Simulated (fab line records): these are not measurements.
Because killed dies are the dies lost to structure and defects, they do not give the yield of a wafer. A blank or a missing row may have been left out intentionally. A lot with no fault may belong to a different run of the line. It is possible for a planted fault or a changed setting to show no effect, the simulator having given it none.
The tool behind it: which one? | flow rit-cmos | 14 lots with 42 wafers sampled at 2 steps, on a route of 202 steps

== WHAT THE GAUGES READ, wafer by wafer ==
RIT_FOX1_THK_MEAS_01. Usual: FOX1_OXIDE_THK typically reads 345 nm, with standard deviation 5.8.
lot  | measured    | on            | FOX1_OXIDE_THK (nm) | flag
L264 | day 1 23:30 | film-metro-03 | 347 349 343         |
L266 | day 2 10:11 | film-metro-04 | 344 346 342         |
L267 | day 2 13:37 | film-metro-02 | 345 350 340         |
L268 | day 2 20:33 | film-metro-03 | 350 347 345         |
L269 | day 3 01:01 | film-metro-03 | 355 353 347         |
L270 | day 3 05:15 | film-metro-04 | 345 346 341         |
L271 | day 3 12:37 | film-metro-02 | 346 348 341         |
L274 | day 4 05:05 | film-metro-02 | 335 335 334         |
L275 | day 4 09:37 | film-metro-04 | 344 343 346         |
L277 | day 4 19:48 | film-metro-02 | 215 216 222         | OFF
L279 | day 5 06:23 | film-metro-02 | 224 222 232         | OFF
L284 | day 6 03:32 | film-metro-02 | 347 347 347         |
L285 | day 6 14:26 | film-metro-02 | 367 354 357         |
L286 | day 6 14:25 | film-metro-04 | 346 347 353         |

== TOOL THAT RAN EACH LOT (tool first, then ch and the chambers of the sampled wafers, then the start) ==
lot  | RIT_FOX1_OXIDATION_00
L264 | furnace-04 ch 0, day 1 22:11
L266 | furnace-04 ch 0, day 2 08:51
L267 | furnace-04 ch 0, day 2 12:18
L268 | furnace-04 ch 0, day 2 19:13
L269 | furnace-04 ch 0, day 2 23:41
L270 | furnace-03 ch 0, day 3 03:56
L271 | furnace-04 ch 0, day 3 11:18
L274 | furnace-04 ch 0, day 4 03:46
L275 | furnace-03 ch 0, day 4 08:19
L277 | furnace-03 ch 0, day 4 18:28
L279 | furnace-03 ch 0, day 5 05:05
L284 | furnace-04 ch 0, day 6 02:13
L285 | furnace-01 ch 0, day 6 13:06
L286 | furnace-01 ch 0, day 6 13:06
- RIT_FOX1_OXIDATION_00: target thk 350.7 nm, ox time 1130 s.

== AS READ BY THE TOOLS THEMSELVES (means over the sampled wafers that have a number; for cases with no such wafer, the mark the record gives instead) ==
RIT_FOX1_OXIDATION_00. Usual: spike-tc-load-C 1127.9 C, standard deviation 1.2; tube_center_temp_C_max 1102.8, standard deviation 0.44.
lot  | tool       | spike-tc-load-C (C) | tube_center_temp_C_max | flag
L264 | furnace-04 | 1128.2              | 1102.8                 |
L266 | furnace-04 | 1127.9              | 1103.2                 |
L267 | furnace-04 | 1127.3              | 1102.5                 |
L268 | furnace-04 | 1127.6              | 1102.9                 |
L269 | furnace-04 | 1127.6              | 1102.9                 |
L270 | furnace-03 | 1127.1              | 1102.5                 |
L271 | furnace-04 | 1128.0              | 1102.8                 |
L274 | furnace-04 | 1128.3              | 1102.7                 |
L275 | furnace-03 | 1127.2              | 1103.2                 |
L277 | furnace-03 | 1127.5              | 1102.9                 |
L279 | furnace-03 | 1126.9              | 1102.7                 |
L284 | furnace-04 | 1128.0              | 1102.6                 |
L285 | furnace-01 | 1129.6              | 1102.7                 |
L286 | furnace-01 | 1129.8              | 1102.5                 |

== THE ANSWER, worked out from the rows above alone ==
Rule: take the mean of a lot's wafers that have a number; if it is more than 3 standard deviations from the usual mean, the lot is off. A lot without any number at a reading at which 4 lots or more have one is off too. All remaining lots with rows at the step are treated as sound. First the gauges in route order, then the tools' own readings, where a lot's mean is used as printed above. At the first step where some lot is off, the reading lying furthest off is the one used; lots without a number count as furthest.
Off: at RIT_FOX1_THK_MEAS_01 (FOX1_OXIDE_THK), L277, L279.
If a tool, at a process step before that reading, ran all the lots that are off and no sound lot after the first of them, it fits. The gauges at RIT_FOX1_THK_MEAS_01 are tried like those tools. One fits: RIT_FOX1_OXIDATION_00 on furnace-03. Its last sound lot is L275 (day 4 08:19), its first lot that is off L277 (day 4 18:28): a fault that began between those two fits.

== WHAT THE SIMULATOR HAD INSERTED ==
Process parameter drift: furnace-03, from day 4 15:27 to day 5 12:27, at RIT_FOX1_OXIDATION_00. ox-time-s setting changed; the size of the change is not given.
Shown lots that were struck: L277, L279. This agrees with what the rule above found.
